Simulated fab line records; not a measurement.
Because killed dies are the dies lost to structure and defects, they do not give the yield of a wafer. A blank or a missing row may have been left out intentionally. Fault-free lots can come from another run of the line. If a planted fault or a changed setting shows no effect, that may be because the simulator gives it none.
Problem report, 8D (eight disciplines) form, completed by code || flow berkeley cmos170 || the parts of the form that need people (team, actions taken, sign-off) are left out

== 1. WHAT IS WRONG ==
Across 6 wafers from 2 lots, PSD_RS at UCB170_SDANNEAL_RS_MEAS_02 averages 71.69 ohm/sq, while fault-free wafers read 75.47 ohm/sq with a standard deviation of 0.29. That is -13 standard deviations from the usual mean.
The step: measures by four-point-probe.
First seen on wafer L600.1, day 9 14:43, on film metro-01. The record holds 18 wafers of 6 lots with a number at this step. By rule, "out" or "out of limits" means more than 4 standard deviations away from the usual mean. Any other wafer with a number is counted as sound.

== 2. WHAT THIS IS AND IS NOT ==
{"question": "which readings at this step", "is": "PSD_RS", "is not": "-"}
{"question": "which lots", "is": "L600, L601", "is not": "L596, L609, L614, L615"}
{"question": "which wafers of those lots", "is": "all that have a number", "is not": "-"}
{"question": "read on which gauges", "is": "film metro-01, film metro-04", "is not": "film metro-02"}
{"question": "when", "is": "from day 9 14:43", "is not": "up to then (3 sound wafers); but 9 sound wafers of L609, L614, L615 came after"}

== 3. WHAT RULES OUT EACH SUSPECT ==
Counting: a tool at a process step up to the reading stays a suspect if it ran every lot that is out and no sound lot after the first of them.
- ruled out: the gauge at UCB170_SDANNEAL_RS_MEAS_02. Those wafers that are out were read across 2 gauges (film metro-01, film metro-04).
- rtp anneal-02 at UCB170_SDANNEAL_RTA_00 (time 10 s): ruled out as a lasting fault. Sound lots L615 ran on it after its first lot that is out, L600 (day 9 14:35).
- rtp anneal-02 at UCB170_SDANNEAL_RTA_01 (time 5 s): ruled out as a lasting fault. Sound lots L615 ran on it after its first lot that is out, L600 (day 9 14:39).
Left after counting: nothing in the record.

== 4. THE CAUSE (what the simulator had put in) ==
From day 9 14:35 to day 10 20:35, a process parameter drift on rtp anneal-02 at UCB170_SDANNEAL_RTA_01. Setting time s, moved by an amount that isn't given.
It was ruled out by counting, in error; the rule expects a fault to strike all lots run on its tool from its start on, and this fault did not.

== 5. THE EFFECT CHAIN, in route order ==
Rows list readings where the struck wafers' mean (over those with a number) sits beyond 3 standard deviations from the usual. Scope: only readings with a usual standard deviation given in the record; hours: median across lots of the time from each lot's start at the first step in this table that gives one to its start at this step; sigmas: change in usual standard deviations.
{"hours": 0, "step": "UCB170_SDANNEAL_RS_MEAS_02", "reading": "PSD_RS", "usual": "75.47 ohm/sq", "on struck wafers": 71.69, "change": -3.78, "sigmas": -13}
{"hours": 6, "step": "UCB170_SDANNEAL_RS_MEAS_03", "reading": "NSD_RS", "usual": "37.26 ohm/sq", "on struck wafers": 36.49, "change": -0.77, "sigmas": -8.4}
At these later measuring or inspecting steps, every struck wafer for which the step has a row has a number for every such reading, and none has moved that far: UCB170_SDANNEAL_RS_MEAS_04.

== 6. HOW IT WOULD HAVE BEEN CAUGHT EARLIER ==
In this record the first reading out of limits at a measuring or inspecting step was taken at day 9 14:43, 0 hours after the fault began at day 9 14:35.
No tool reading at UCB170_SDANNEAL_RTA_01 that has a usual standard deviation in the record was out on any struck wafer, so an alarm limit of 4 standard deviations on those readings would not have fired.
